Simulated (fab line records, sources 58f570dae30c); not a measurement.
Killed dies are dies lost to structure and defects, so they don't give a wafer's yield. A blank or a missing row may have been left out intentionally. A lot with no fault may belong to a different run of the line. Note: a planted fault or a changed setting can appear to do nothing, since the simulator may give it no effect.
2 desks, one fault | flow berkeley-cmos170 | each desk holds nothing but its own numbers, with what lay behind them at the end

## AT THE TOOL OWNER'S DESK: furnace-03
The tool's own readings at UCB170_ACTIVE_ANNEAL_04 (time 900 s): means of the sampled wafers that have a number, for each lot that ran on this tool. If a lot's mean is further than 4 standard deviations from the usual mean, the lot is out of limits and carries the mark OUT (the distance appears in the brackets).
Columns: A = spike-tc-centre-C at UCB170_ACTIVE_ANNEAL_04, usual 1004.3 C; B = spike-tc-source-C at UCB170_ACTIVE_ANNEAL_04, usual 1028.7 C
lot  | first seen here | A      | B
L263 | day 5 13:04     | 1004.0 | 1028.0
L266 | day 5 13:04     | 1004.7 | 1027.7
L267 | day 6 05:41     | 1005.7 | 1027.1
L268 | day 6 05:41     | 1005.9 | 1027.5
L271 | day 6 22:26     | 1004.5 | 1027.3
This desk's verdict: no lot among the 5 shows anything out of limits.

## METROLOGY DESK
Lot by lot, what the gauges showed, no matter which tool ran the lot: averages of those sampled wafers that carry a number. If a lot's mean is further than 4 standard deviations from the usual mean, the lot is out of limits and carries the mark OUT (the distance appears in the brackets). Shown here are 7 of its 9 readings, the ones lying furthest out on some lot.
Columns: A = WELLDRIVE_OXIDE_THK at UCB170_WELLDRIVE_THK_MEAS_02, usual 199 nm; B = ACTIVE_OXIDE_THK at UCB170_ACTIVE_THK_MEAS_03, usual 26.1 nm; C = cd-nm at UCB170_ACTIVE_CD_MEAS_13, usual 1200.1 nm; D = ACTIVE_OVL at UCB170_ACTIVE_OVL_MEAS_14, usual 1 nm; E = cd-nm at UCB170_ACTIVE_CD_MEAS_90, usual 1200.1 nm; F = PFIELD_OVL at UCB170_PFIELD_OVL_MEAS_06, usual -2 nm; G = PFIELD_TW at UCB170_PFIELD_TW_MEAS_09, usual 597
lot  | first seen here | A   | B    | C      | D  | E      | F  | G
L262 | day 4 19:09     | 206 | 27.2 | 1201.0 | -2 | 1200.9 | 8  | 600
L266 | day 5 02:30     | 197 | 26.3 | 1198.3 | -2 | 1198.2 | -2 | 590
L263 | day 5 02:32     | 198 | 26.0 | 1201.7 | 1  | 1201.9 | -0 | 606
L267 | day 5 17:14     | 200 | 25.5 | 1202.8 | 8  | 1202.5 | -5 | 590
L268 | day 5 17:14     | 195 | 26.5 | 1199.9 | 1  | 1200.0 | -3 | 598
L271 | day 6 10:24     | 201 | 24.8 | 1200.0 | -2 | 1199.8 | 0  | 596
L279 | day 8 07:02     | 195 | 26.0 | 1199.4 | 4  | 1199.6 | -5 | 602
This desk's verdict: no lot among the 7 shows anything out of limits.

## BROUGHT TOGETHER
Nothing out of limits was seen by the tool owner's desk.
Nothing out of limits was seen by the metrology desk.

## WHAT WAS PUT IN BY THE SIMULATOR
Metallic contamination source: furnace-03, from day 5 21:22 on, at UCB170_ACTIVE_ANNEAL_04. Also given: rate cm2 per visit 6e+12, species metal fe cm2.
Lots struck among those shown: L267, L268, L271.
